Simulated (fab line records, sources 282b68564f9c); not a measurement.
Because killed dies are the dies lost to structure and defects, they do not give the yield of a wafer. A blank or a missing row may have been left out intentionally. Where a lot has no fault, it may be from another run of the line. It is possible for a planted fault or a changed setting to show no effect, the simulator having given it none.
Split-lot trial / flow ritCmos / 23 wafers read across 5 lots, on a route 202 steps long

THE SPLIT
At RIT_PRETRO_IMPLANT_08, the setting doseCm2 was moved away from the recipe's 1.2e+13 on 10 of the 23 wafers read, by -7.2% to +7.4%. All remaining wafers had this setting at the recipe value.

FROM SPLIT TO READING: 1 step shown by the file between the two
- RIT_PRETRO_STRIP_09: strips in O2, time 180 s

THE READING
PRETRO_TW, at RIT_PRETRO_TW_MEAS_10. On this fab line, fault-free wafers typically give 474 with a standard deviation of 3.1.

wafer=L075.1; tool, chamber at the split=implanter-02, 0; doseCm2 as run=1.268e+13; against the recipe=+5.7%; PRETRO_TW=480; against lot-mates on the recipe=+10
wafer=L075.2; tool, chamber at the split=implanter-02, 0; doseCm2 as run=1.2e+13; against the recipe=recipe; PRETRO_TW=472; against lot-mates on the recipe=-
wafer=L075.4; tool, chamber at the split=implanter-02, 0; doseCm2 as run=1.268e+13; against the recipe=+5.7%; PRETRO_TW=479; against lot-mates on the recipe=+9
wafer=L075.5; tool, chamber at the split=implanter-02, 0; doseCm2 as run=1.268e+13; against the recipe=+5.7%; PRETRO_TW=480; against lot-mates on the recipe=+10
wafer=L075.6; tool, chamber at the split=implanter-02, 0; doseCm2 as run=1.2e+13; against the recipe=recipe; PRETRO_TW=468; against lot-mates on the recipe=-
wafer=L078.1; tool, chamber at the split=implanter-04, 0; doseCm2 as run=1.114e+13; against the recipe=-7.2%; PRETRO_TW=464; against lot-mates on the recipe=-13
wafer=L078.2; tool, chamber at the split=implanter-04, 0; doseCm2 as run=1.2e+13; against the recipe=recipe; PRETRO_TW=478; against lot-mates on the recipe=-
wafer=L078.3; tool, chamber at the split=implanter-04, 0; doseCm2 as run=1.2e+13; against the recipe=recipe; PRETRO_TW=474; against lot-mates on the recipe=-
wafer=L078.5; tool, chamber at the split=implanter-04, 0; doseCm2 as run=1.2e+13; against the recipe=recipe; PRETRO_TW=479; against lot-mates on the recipe=-
wafer=L078.6; tool, chamber at the split=implanter-04, 0; doseCm2 as run=1.114e+13; against the recipe=-7.2%; PRETRO_TW=466; against lot-mates on the recipe=-11
wafer=L080.1; tool, chamber at the split=implanter-04, 0; doseCm2 as run=1.2e+13; against the recipe=recipe; PRETRO_TW=470; against lot-mates on the recipe=-
wafer=L080.2; tool, chamber at the split=implanter-04, 0; doseCm2 as run=1.289e+13; against the recipe=+7.4%; PRETRO_TW=477; against lot-mates on the recipe=+6
wafer=L080.3; tool, chamber at the split=implanter-04, 0; doseCm2 as run=1.289e+13; against the recipe=+7.4%; PRETRO_TW=477; against lot-mates on the recipe=+6
wafer=L080.4; tool, chamber at the split=implanter-04, 0; doseCm2 as run=1.2e+13; against the recipe=recipe; PRETRO_TW=471; against lot-mates on the recipe=-
wafer=L080.5; tool, chamber at the split=implanter-04, 0; doseCm2 as run=1.289e+13; against the recipe=+7.4%; PRETRO_TW=481; against lot-mates on the recipe=+10
wafer=L081.1; tool, chamber at the split=implanter-02, 0; doseCm2 as run=1.135e+13; against the recipe=-5.4%; PRETRO_TW=470; against lot-mates on the recipe=-6
wafer=L081.2; tool, chamber at the split=implanter-02, 0; doseCm2 as run=1.2e+13; against the recipe=recipe; PRETRO_TW=476; against lot-mates on the recipe=-
wafer=L081.3; tool, chamber at the split=implanter-02, 0; doseCm2 as run=1.2e+13; against the recipe=recipe; PRETRO_TW=475; against lot-mates on the recipe=-
wafer=L081.5; tool, chamber at the split=implanter-02, 0; doseCm2 as run=1.135e+13; against the recipe=-5.4%; PRETRO_TW=468; against lot-mates on the recipe=-8
wafer=L081.6; tool, chamber at the split=implanter-02, 0; doseCm2 as run=1.2e+13; against the recipe=recipe; PRETRO_TW=476; against lot-mates on the recipe=-
wafer=L082.1; tool, chamber at the split=implanter-01, 0; doseCm2 as run=1.2e+13; against the recipe=recipe; PRETRO_TW=475; against lot-mates on the recipe=-
wafer=L082.3; tool, chamber at the split=implanter-01, 0; doseCm2 as run=1.2e+13; against the recipe=recipe; PRETRO_TW=476; against lot-mates on the recipe=-
wafer=L082.6; tool, chamber at the split=implanter-01, 0; doseCm2 as run=1.2e+13; against the recipe=recipe; PRETRO_TW=477; against lot-mates on the recipe=-

THE FIT
A straight line over all 23 wafers: PRETRO_TW changes by +0.897 for each +1% of doseCm2; r = +0.81; the points scatter about the line by 2.9.
The same after taking each lot's own level away (the mean of its wafers on the recipe; 23 wafers): +1.38 for each +1%; r = +0.95; scatter 1.9.
That fit puts the effect of the largest move of doseCm2 on the reading at 10.
From 470.0 to 477.0: that is the span of the lots' own levels, equal to 2.3 times the standard deviation above.
Hence the slope depends on the lot-to-lot level, as the two fits are not the same.
Check: +10.7 against its lot-mates is what the line predicts for one of the wafers moved furthest among these (+7.4%) when that wafer is left out of the fit. It came out at +6.5 against them.

FURTHER SPLITS ON THESE WAFERS
Before the reading, these wafers also passed through other splits. Each is held against what the fit with the lots' levels taken away leaves over:
other split on the same wafers=RIT_ACTIVE_OXIDATION_01 tempC; wafers away from the commonest value=18; r with PRETRO_TW (lot level and that fit taken away)=+0.00
other split on the same wafers=RIT_ACTIVE_ETCH_13 timeS; wafers away from the commonest value=4; r with PRETRO_TW (lot level and that fit taken away)=+0.28
other split on the same wafers=RIT_FOX2_WET_ETCH_03 timeS; wafers away from the commonest value=15; r with PRETRO_TW (lot level and that fit taken away)=-0.13
other split on the same wafers=RIT_NWELL_IMPLANT_08 energyKev; wafers away from the commonest value=10; r with PRETRO_TW (lot level and that fit taken away)=+0.10
other split on the same wafers=RIT_PWELL_IMPLANT_08 energyKev; wafers away from the commonest value=6; r with PRETRO_TW (lot level and that fit taken away)=-0.46
other split on the same wafers=RIT_NRETRO_IMPLANT_08 energyKev; wafers away from the commonest value=8; r with PRETRO_TW (lot level and that fit taken away)=-0.25
other split on the same wafers=RIT_PRETRO_COAT_01 resistThkNm; wafers away from the commonest value=9; r with PRETRO_TW (lot level and that fit taken away)=-0.06

THE FILE'S OWN FIT
PRETRO_TW changes by +1.37 for each +1% of doseCm2, r = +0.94.
